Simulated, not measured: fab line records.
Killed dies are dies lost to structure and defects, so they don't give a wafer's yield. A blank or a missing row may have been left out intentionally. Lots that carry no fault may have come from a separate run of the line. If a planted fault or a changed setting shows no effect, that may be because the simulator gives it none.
Comparing a struck lot with a sound one | flow rit cmos | 14 steps out of a route of 202
Sound: the wafers L947.1, L947.3, L947.6. Struck: wafers L956.1, L956.4, L956.5. Last of all comes the cause.
For every step that has rows: the tool of each side, followed by ch and its chambers, followed by its first start. Under that, the readings that differ: sound wafers | struck wafers | difference of the means | sigmas: that difference in standard deviations of wafers without a fault.
alike: readings whose means differ by less than 2 such deviations, and words and numbers that are the same on both sides. not compared: withheld readings, readings that some wafer has no value for, bounds like >300 that may hide the same value, and numbers for which the record gives no deviation and whose values overlap.
The two part at a step that has a row with sigmas, a row that says differs or no value, or rows on one side only. Numbers that have no deviation but don't overlap get no sigmas and don't part them. Lack of a reading on every wafer of one side parts them only where that side has two or more wafers.

first, 1 step without rows for these wafers: RIT_GATE_CVD_08 (deposits poly-Si from SiH4, target thk 250 nm, time 2157 s).
RIT_GATE_THK_MEAS_09:
  sound on film metro-03 at day 3 14:35; struck on film metro-03 at day 5 10:24
  alike: GATE_POLY_THK
then, 6 steps without rows for these wafers: RIT_GATE_HMDS_10 (prime time 60 s); RIT_GATE_COAT_11 (resist thk 850 nm); RIT_GATE_SOFTBAKE_12 (time 60 s); RIT_GATE_EXPOSE_13 (exposes mask M6, target cd 150 nm); RIT_GATE_PEB_14; RIT_GATE_DEVELOP_15 (develop time 50 s).
RIT_GATE_CD_MEAS_16 targets a cd of 150 nm.
  sound on cd sem-01 at day 3 15:29; struck on cd sem-01 at day 5 11:26
  alike: cd nm
RIT_GATE_OVL_MEAS_17:
  sound on overlay-01 at day 3 15:37; struck on overlay-02 at day 5 11:33
  alike: GATE_OVL
then, 1 step without rows for these wafers: RIT_GATE_HARDBAKE_18 (time 60 s).
RIT_GATE_ETCH_19: etches poly-Si in SF6/CHF3/O2, stops on SiO2, time 165 s, target depth 312.5 nm.
  sound on rie si-02 ch 0,2,3, day 3 15:47; struck on rie si-01 ch 1,3, day 5 11:44
  alike: drypump motor current A, oes product au, throttle valve pct
  not compared: rf hours counter h
RIT_GATE_STRIP_20: strips in O2, time 180 s.
  sound on plasma asher-03 ch 0, day 3 15:54; struck on plasma asher-01 ch 0,1, day 5 11:51
  no value came back on the struck wafers for chamber pressure mTorr (mTorr), drypump motor current A (A); on the sound wafers chamber pressure mTorr (mTorr) reads 4002 3996 3996
  reading                                   | sound | struck            | difference | sigmas
  model.NOVOLAK_of_GATE_COAT_11.thk nm (nm) | 0 0 0 | 674.2 675.8 674.2 | +674.7     |
  not compared: rf hours counter h
RIT_GATE_CD_MEAS_90 targets a cd of 150 nm.
  sound on cd sem-02 at day 3 16:04; struck on cd sem-01 at day 5 12:01
  alike: cd nm

== WHERE THEY PART ==
Only at RIT_GATE_STRIP_20, within this record. Later steps at which nothing parts them and some readings are alike: RIT_GATE_CD_MEAS_90.

WHY: what the simulator had put in
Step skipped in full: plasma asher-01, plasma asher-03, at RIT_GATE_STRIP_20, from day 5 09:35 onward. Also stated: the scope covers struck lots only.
